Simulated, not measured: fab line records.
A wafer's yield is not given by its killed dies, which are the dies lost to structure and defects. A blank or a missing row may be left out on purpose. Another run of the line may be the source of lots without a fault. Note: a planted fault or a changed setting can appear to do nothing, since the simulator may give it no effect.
Comparing a struck lot with a sound one | flow ritCmos | 21 steps out of a route of 202
Sound: these wafers, L135.1, L135.2, L135.4. The struck wafers were L149.4, L149.5, L149.6. The cause is given at the end.
Order at every step that has rows: each side's tool, ch and its chambers, its first start. Under that, the readings that differ: sound wafers | struck wafers | difference of the means | sigmas: that difference in standard deviations of wafers without a fault.
alike: same words and numbers on both sides, and readings whose means sit less than 2 such deviations apart. not compared: any withheld reading, any reading some wafer has no value for, any bound like >300 that may hide the same value, and any number with overlapping values for which the record gives no deviation.
Wherever a step has rows on one side only, a row that says differs or no value, or a row with sigmas, the two part there. Numbers that have no deviation but don't overlap get no sigmas and don't part them. Lack of a reading on every wafer of one side parts them only where that side has two or more wafers.

first, 6 steps without rows for these wafers: RIT_NSD_HMDS_00 (prime time 60 s); RIT_NSD_COAT_01 (resist thk 1000 nm); RIT_NSD_SOFTBAKE_02 (time 60 s); RIT_NSD_EXPOSE_03 (exposes mask M9, target cd 40700 nm); RIT_NSD_PEB_04; RIT_NSD_DEVELOP_05 (develop time 50 s).
RIT_NSD_OVL_MEAS_06:
  sound: overlay-01 at day 3 02:24; struck: overlay-01 at day 5 22:27
  alike: NSD_OVL
then, 2 steps without rows for these wafers: RIT_NSD_HARDBAKE_07 (time 60 s); RIT_NSD_IMPLANT_08.
RIT_NSD_STRIP_09: strips in O2, time 180 s.
  sound on plasmaAsher-03 ch 0,1, day 3 02:44; struck on plasmaAsher-04 ch 0,1, day 5 22:50
  alike: drypumpMotorCurrentA
  not compared: rfHoursCounterH
RIT_NSD_TW_MEAS_10:
  sound: filmMetro-02 at day 3 02:55; struck: filmMetro-04 at day 5 22:58
  alike: NSD_TW
then, 1 step without rows for these wafers: RIT_PSD_HMDS_00 (prime time 60 s).
RIT_PSD_COAT_01: resist thk 1000 nm.
  sound on lithoTrack-04 ch 0, day 3 03:07; struck on lithoTrack-04 ch 0, day 5 23:14
reading                                 | sound                | struck               | difference | sigmas
spinSpeedRpm (rpm)                      | 3250.0 3249.2 3249.1 | 3943.9 3946.8 3941.8 | +694.7     | +99 or more
model.NOVOLAK_of_PSD_COAT_01.thkNm (nm) | 1003 1007 1004       | 914.1 911.3 910      | -92.9      | 
then, 4 steps without rows for these wafers: RIT_PSD_SOFTBAKE_02 (time 60 s); RIT_PSD_EXPOSE_03 (exposes mask M10, target cd 40900 nm); RIT_PSD_PEB_04; RIT_PSD_DEVELOP_05 (develop time 50 s).
RIT_PSD_OVL_MEAS_06:
  sound: overlay-01 at day 3 03:51; struck: overlay-02 at day 5 23:52
  alike: PSD_OVL
RIT_PSD_HARDBAKE_07: time 60 s.
  sound on lithoTrack-03 ch 0, day 3 03:53; struck on lithoTrack-04 ch 0, day 5 23:58
reading                                 | sound             | struck          | difference | sigmas
model.NOVOLAK_of_PSD_COAT_01.thkNm (nm) | 886.3 889.6 887.5 | 808.6 806.2 805 | -81.2      | 
next, for these wafers, 1 step has no rows: RIT_PSD_IMPLANT_08.
RIT_M1_PROBE_99:
  sound: prober-01 at day 3 12:07; struck: prober-01 at day 6 08:33
  alike: killedAtFrontEnd, killedDies, killedOpen, killedShort

WHERE THEY PART
Only at RIT_PSD_COAT_01, as far as this record shows. Later steps at which nothing parts them and some readings are alike: RIT_PSD_OVL_MEAS_06, RIT_M1_PROBE_99.

WHY: what had been put in by the simulator
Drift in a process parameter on lithoTrack-04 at RIT_PSD_COAT_01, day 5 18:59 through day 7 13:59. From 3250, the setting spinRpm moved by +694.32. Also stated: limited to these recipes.
